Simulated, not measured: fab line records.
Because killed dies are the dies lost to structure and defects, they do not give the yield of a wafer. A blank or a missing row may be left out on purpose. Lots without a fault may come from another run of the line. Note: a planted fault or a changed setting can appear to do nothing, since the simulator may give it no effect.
Which tool did it? -- flow berkeleyCmos170 -- 14 lots with 42 wafers sampled at 2 steps, on a route of 331 steps

== WHAT THE GAUGES SHOWED, per wafer ==
UCB170_NWELL_TW_MEAS_16.
lot,measured,on,NWELL_TW
L210,day 2 11:49,filmMetro-02,1234 1230 1243
L211,day 3 01:07,filmMetro-04,1256 1250 1250
L214,day 3 11:29,filmMetro-04,1255 1245 1254
L215,day 3 16:01,filmMetro-01,1367 1370 1366
L216,day 4 00:20,filmMetro-02,1239 1231 1235
L217,day 4 00:30,filmMetro-04,1365 1368 1366
L218,day 4 08:03,filmMetro-04,1249 1261 1258
L225,day 5 11:08,filmMetro-02,1245 1244 1238
L227,day 5 20:51,filmMetro-04,1241 1242 1244
L228,day 6 04:24,filmMetro-02,1229 1228 1239
L229,day 6 13:32,filmMetro-02,1241 1234 1234
L230,day 6 13:58,filmMetro-01,1279 1277 1272
L231,day 7 01:07,filmMetro-01,1267 1276 1267
L232,day 7 03:08,filmMetro-04,1251 1259 1242

== WHAT TOOL EACH LOT RAN ON (gives the tool, then ch and the chambers of the sampled wafers, and finally the start) ==
lot,UCB170_NWELL_IMPLANT_14
L210,"implanter-02 ch 0, day 2 11:34"
L211,"implanter-01 ch 0, day 3 00:54"
L214,"implanter-04 ch 0, day 3 11:14"
L215,"implanter-04 ch 0, day 3 15:46"
L216,"implanter-01 ch 0, day 4 00:07"
L217,"implanter-04 ch 0, day 4 00:15"
L218,"implanter-02 ch 0, day 4 07:49"
L225,"implanter-01 ch 0, day 5 10:55"
L227,"implanter-01 ch 0, day 5 20:36"
L228,"implanter-01 ch 0, day 6 04:09"
L229,"implanter-02 ch 0, day 6 13:19"
L230,"implanter-04 ch 0, day 6 13:43"
L231,"implanter-02 ch 0, day 7 00:54"
L232,"implanter-04 ch 0, day 7 02:55"
- UCB170_NWELL_IMPLANT_14

== AS READ BY THE TOOLS THEMSELVES (means over the sampled wafers that have a number; for cases with no such wafer, the mark the record gives instead) ==
UCB170_NWELL_IMPLANT_14.
lot,tool,doseIonsCm2,faradayCurrentUA
L210,implanter-02,1.0006e+13,31.7
L211,implanter-01,1.0001e+13,31.5
L214,implanter-04,9.9973e+12,31.8
L215,implanter-04,1.3002e+13,41.5
L216,implanter-01,1.0007e+13,31.8
L217,implanter-04,1.2997e+13,40.6
L218,implanter-02,9.9993e+12,32.3
L225,implanter-01,1.0002e+13,31.8
L227,implanter-01,1.0008e+13,31.8
L228,implanter-01,9.9957e+12,31.7
L229,implanter-02,1.0009e+13,31.9
L230,implanter-04,1.0007e+13,31.6
L231,implanter-02,9.9990e+12,32.2
L232,implanter-04,1.0004e+13,31.9

== THE ANSWER, worked out from the rows above alone ==
Rule: the usual values come from the lots themselves. Put in order of their means at a reading, lots are off if they are a third of the lots or fewer, leave a main group of 4 or more, and stand apart from it by a gap of 3 or more times the standard deviation of the main group's means; of several such gaps the widest counts. A main group whose means are all the same, to the digits that the tables above print for the reading, isn't used. A lot without any number at a reading at which 4 lots or more have one is off too. Any other lot the step has rows for is counted as sound. The gauges are gone through in route order, then the tools' own readings, and for those a lot's mean is taken as printed above. At the first step where some lot is off, the reading lying furthest off is the one used; lots without a number count as furthest.
Off: at UCB170_NWELL_TW_MEAS_16 (NWELL_TW), L215, L217. Main group: mean 1248, sd 13.
If a tool, at a process step before that reading, ran all the lots that are off and no sound lot after the first of them, it fits. The gauges at UCB170_NWELL_TW_MEAS_16 aren't tried: what is off there is off at UCB170_NWELL_IMPLANT_14 too, on other tools, and a gauge's error can't cause that. Not one of the candidates tried fits.

== WHAT HAD BEEN PUT IN BY THE SIMULATOR ==
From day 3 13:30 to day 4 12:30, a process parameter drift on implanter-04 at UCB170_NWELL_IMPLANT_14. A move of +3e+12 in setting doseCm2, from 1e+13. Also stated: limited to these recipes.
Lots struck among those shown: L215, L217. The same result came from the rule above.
